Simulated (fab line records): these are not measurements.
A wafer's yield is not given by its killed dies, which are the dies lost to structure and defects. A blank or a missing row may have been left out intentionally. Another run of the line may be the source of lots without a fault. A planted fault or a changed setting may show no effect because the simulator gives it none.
fab line records	flow ritCmos	part 2 of 2: steps 31 to 40 of 40
[record] lots = 5	wafers = 15	lastDay = 7
route steps=202 shown SILICIDE@162 CONTACT@168 M1@184
lots untouched by any fault: they come from a run of this same line in which no faults occurred
startH: start of the lot's first displayed wafer, in hours after the record's first day	waitH: hours since the lot's step before	" same as the row above	L1.1+2: several wafers, shown together as one row	- no value present, or no start provided	* or withheld: withheld	< > ~ a bound
route shown NAME@n: NAME is a module with steps in the file, n the number in the route of the first one	usual: average and standard deviation across the fault-free wafers	same: alike in all rows	chamber/n: place in a boat	sites: each site's reading	_std_site: their standard deviation	_edge_site: inner sites' mean taken away from outer sites' mean	radiusMm: how far each site lies from the wafer's centre	mask NAME#n: copy n	behind: tool/chamber where the wafer was last shaped	hold: what put the lot on hold/how long, in hours/how the hold closed	device: which transistor (n, p or np) failed to switch	end of line: the route-end tests of the same wafers	step lacking rows: just its recipe	killed: dies that structure and defects cost at the first sort, which is not the same as the wafer's yield	map: the dies of a wafer, with x for killed, . for not killed, _ for no die there
set.NAME: the setting the step ran with; set.NAME@STEP: the setting that earlier step ran with	model.NAME: the simulator's own value behind a step, which no gauge read
lots at selected steps of the route; one table per step, one row per wafer
services: from which hour (startH, from the record's first day; less than 0 if before it) a tool's chamber was out of use, for how many hours, and why
[[steps]]
[step RIT_M1_DEVELOP_08]
[recipe] resist = NOVOLAK	developTimeS = 68	devTempC = 23
[usual] developerTempC = 23.02/0.12
lot.wafer	tool	chamber	startH	waitH	developerTempC
L075.3	lithoTrack-01	0	-	-	22.96
L075.4	"	0	"	"	23.04
L075.6	"	0	"	"	22.93
L080.4	lithoTrack-02	0	-	-	23.11
L080.5	"	0	"	"	22.93
L080.6	"	0	"	"	23.28
L082.4	lithoTrack-02	0	-	-	23.07
L082.5	"	0	"	"	23.02
L082.6	"	0	"	"	22.95
L086.1	lithoTrack-02	0	-	-	23.03
L086.3	"	0	"	"	22.91
L086.6	"	0	"	"	22.84
L093.1	lithoTrack-01	0	-	-	23.12
L093.3	"	0	"	"	23.21
L093.6	"	0	"	"	23.10
[step RIT_M1_CD_MEAS_09]
[recipe] targetCdNm = 2600
[usual] cdNm = 2599.2/2.7
lot.wafer	tool	chamber	startH	waitH	cdNm
L075.3	cdSem-02	-	61.15	-	2601.2
L075.4	"	-	"	"	2598.8
L075.6	"	-	"	"	2601.2
L080.4	cdSem-01	-	84.65	-	2593.6
L080.5	"	-	"	"	2589.6
L080.6	"	-	"	"	2592.1
L082.4	cdSem-02	-	94.14	-	2598.1
L082.5	"	-	"	"	2598.4
L082.6	"	-	"	"	2599.6
L086.1	cdSem-02	-	113.74	-	2596.8
L086.3	"	-	"	"	2600.4
L086.6	"	-	"	"	2599.8
L093.1	cdSem-01	-	154.71	-	2598.7
L093.3	"	-	"	"	2601.3
L093.6	"	-	"	"	2598.1
[step RIT_M1_OVL_MEAS_10]
[usual] M1_OVL = 0.7/1.5
lot.wafer	tool	chamber	startH	waitH	M1_OVL[nm]
L075.3	overlay-01	-	61.24	0.1	-0.1
L075.4	"	-	"	"	-0.5
L075.6	"	-	"	"	-2.1
L080.4	overlay-02	-	84.72	0.1	0.1
L080.5	"	-	"	"	0.7
L080.6	"	-	"	"	1.2
L082.4	overlay-01	-	94.22	0.1	-0.7
L082.5	"	-	"	"	-1.4
L082.6	"	-	"	"	-1.3
L086.1	overlay-01	-	113.86	0.1	-1.2
L086.3	"	-	"	"	-0.1
L086.6	"	-	"	"	0.4
L093.1	overlay-01	-	154.83	0.1	0.9
L093.3	"	-	"	"	2.4
L093.6	"	-	"	"	1.9
[step RIT_M1_HARDBAKE_11]
[recipe] resist = NOVOLAK	tempC = 140	timeS = 120
lot.wafer	tool	chamber	startH	waitH
L075.3+4+6	lithoTrack-02	0	61.35	0.1
L080.4+5+6	lithoTrack-02	0	84.87	0.1
L082.4+5+6	lithoTrack-02	0	94.36	0.1
L086.1+3+6	lithoTrack-01	0	113.90	0.0
L093.1+3+6	lithoTrack-04	0	154.86	0.0
[step RIT_M1_METAL_ETCH_12]
[recipe] stopOn = SiO2	chemistry = Cl2/BCl3	target = Al	timeS = 165	overEtchFrac = 0.5	pressureMtorr = 100	targetDepthA = 6000	rfW = 250	Cl2_flow_sccm = 60	bcl3FlowSccm = 50
[usual] drypumpMotorCurrentA = 5.7/0.62	oesProductAu = 0.764/0.016	throttleValvePct = 8.31/0.068
lot.wafer	tool	chamber	startH	waitH	drypumpMotorCurrentA	oesProductAu	rfHoursCounterH	throttleValvePct
L075.3	rieMetal-04	1	61.57	0.2	4.8	0.749	-	8.32
L075.4	"	0	"	"	5.8	0.741	-	8.36
L075.6	"	0	"	"	5.8	0.753	-	8.36
L080.4	rieMetal-03	1	85.05	0.1	6.6	0.771	-	8.18
L080.5	"	0	"	"	5.9	0.767	-	8.33
L080.6	"	1	"	"	6.6	0.761	-	8.17
L082.4	rieMetal-01	0	94.54	0.1	6.0	0.793	-	8.30
L082.5	"	0	"	"	6.0	0.789	-	8.30
L082.6	"	1	"	"	5.0	0.774	-	8.39
L086.1	rieMetal-03	0	114.15	0.2	5.9	0.746	34	8.33
L086.3	"	0	"	"	5.9	0.743	-	8.33
L086.6	"	1	"	"	6.6	0.758	-	8.17
L093.1	rieMetal-01	0	155.11	0.2	6.0	0.795	3	8.28
L093.3	"	1	"	"	5.0	0.766	-	8.39
L093.6	"	0	"	"	6.0	0.793	-	8.30
[step RIT_M1_STRIP_13]
[recipe] chemistry = nmp	resist = NOVOLAK	tempC = 80	timeS = 600	dry = n2Spin
lot.wafer	tool	chamber	startH	waitH
L075.3+4+6	wetBench-01	0	61.68	0.1
L080.4+5+6	wetBench-01	2	85.16	0.1
L082.4+5+6	wetBench-02	2	94.65	0.1
L086.1+3+6	wetBench-04	1	114.31	0.1
L093.1+3+6	wetBench-01	1	155.27	0.1
[step RIT_M1_STRIP_14]
[recipe] chemistry = O2	timeS = 180	platenTempC = withheld	powerW = 500	pressureMtorr = 4000	o2FlowSccm = 4000
[usual] drypumpMotorCurrentA = 5.5/0.5
lot.wafer	tool	chamber	startH	waitH	drypumpMotorCurrentA	rfHoursCounterH
L075.3	plasmaAsher-04	0	61.91	0.1	4.9	-
L075.4	"	1	"	"	6.1	-
L075.6	"	1	"	"	6.1	-
L080.4	plasmaAsher-04	0	85.39	0.1	4.9	-
L080.5	"	1	"	"	6.1	-
L080.6	"	0	"	"	5.0	-
L082.4	plasmaAsher-04	0	94.88	0.1	4.9	-
L082.5	"	0	"	"	5.0	-
L082.6	"	1	"	"	6.1	-
L086.1	plasmaAsher-04	1	114.48	0.0	6.0	49
L086.3	"	0	"	"	5.0	-
L086.6	"	1	"	"	6.0	-
L093.1	plasmaAsher-04	1	155.45	0.0	6.1	54
L093.3	"	0	"	"	5.0	-
L093.6	"	0	"	"	5.0	-
[step RIT_M1_CD_MEAS_90]
[recipe] targetCdNm = 2600
[usual] cdNm = 2599/3.1
lot.wafer	tool	chamber	startH	waitH	cdNm
L075.3	cdSem-02	-	62.07	0.1	2603
L075.4	"	-	"	"	2602
L075.6	"	-	"	"	2602
L080.4	cdSem-01	-	85.57	0.1	2592
L080.5	"	-	"	"	2591
L080.6	"	-	"	"	2589
L082.4	cdSem-02	-	95.06	0.1	2595
L082.5	"	-	"	"	2596
L082.6	"	-	"	"	2598
L086.1	cdSem-01	-	114.66	0.1	2596
L086.3	"	-	"	"	2602
L086.6	"	-	"	"	2599
L093.1	cdSem-01	-	155.62	0.1	2597
L093.3	"	-	"	"	2602
L093.6	"	-	"	"	2597
[step RIT_M1_ANNEAL_15]
[recipe] tempC = 452.1	timeS = 1800	ambient = forming_gas_H2N2
[usual] tubeCenterTempC = 452.1/0.039
lot.wafer	tool	chamber	startH	waitH	tubeCenterTempC
L075.3	-	-	62.15	0.1	452.11
L075.4	"	-	"	"	452.1
L075.6	"	-	"	"	452.13
L080.4	-	-	85.63	0.0	452.12
L080.5	"	-	"	"	452.09
L080.6	"	-	"	"	452.05
L082.4	-	-	95.12	0.0	452.08
L082.5	"	-	"	"	452.04
L082.6	"	-	"	"	452.07
L086.1	-	-	118.48	3.8	452.09
L086.3	"	-	"	"	452.1
L086.6	"	-	"	"	452.15
L093.1	-	-	155.74	0.1	452.1
L093.3	"	-	"	"	452.07
L093.6	"	-	"	"	452.04
[step RIT_M1_BOW_MEAS_16]
[recipe] mode = bow
[usual] M1_BOW = 16/6.1
lot.wafer	tool	chamber	startH	waitH	M1_BOW[um]
L075.3	filmMetro-04	-	63.69	0.0	10
L075.4	"	-	"	"	13
L075.6	"	-	"	"	17
L080.4	filmMetro-04	-	87.19	0.1	32
L080.5	"	-	"	"	22
L080.6	"	-	"	"	15
L082.4	filmMetro-04	-	96.68	0.1	29
L082.5	"	-	"	"	11
L082.6	"	-	"	"	21
L086.1	filmMetro-01	-	119.98	0.0	12
L086.3	"	-	"	"	19
L086.6	"	-	"	"	19
L093.1	filmMetro-02	-	157.24	0.0	15
L093.3	"	-	"	"	18
L093.6	"	-	"	"	11
[[services]]
tool	chamber	startH	hours	kind
pecvd-03	-	34.71	2.8	pm
rieMetal-03	-	38.49	0.1	repair
pecvd-01	-	43.23	2.8	pm
pvdSputter-03	-	52.47	2.4	repair
rieDiel-01	1	59.20	21.4	repair
rieDiel-04	-	62.88	2.8	pm
ilineStepper-02	-	63.48	0.7	repair
rieDiel-04	3	70.85	2.9	repair
rieDiel-02	3	78.01	6.5	repair
pvdSputter-03	-	78.66	2.7	repair
pecvd-03	-	80.27	0.7	repair
plasmaAsher-02	-	86.70	8.5	repair
wetBench-04	-	98.42	3.7	repair
pecvd-04	2	102.56	9.9	repair
furnace-02	-	104.10	3.2	pm
plasmaAsher-02	-	108.22	1.9	repair
ilineStepper-02	-	108.39	1.7	pm
rieMetal-04	0	109.02	8.3	repair
rieMetal-01	-	111.20	0.1	repair
plasmaAsher-01	-	115.41	1.7	repair
plasmaAsher-04	-	119.81	1.1	repair
rieMetal-03	-	136.12	20.0	pm
rieMetal-01	0	143.67	9.1	repair
rtpAnneal-02	-	151.11	1.1	pm
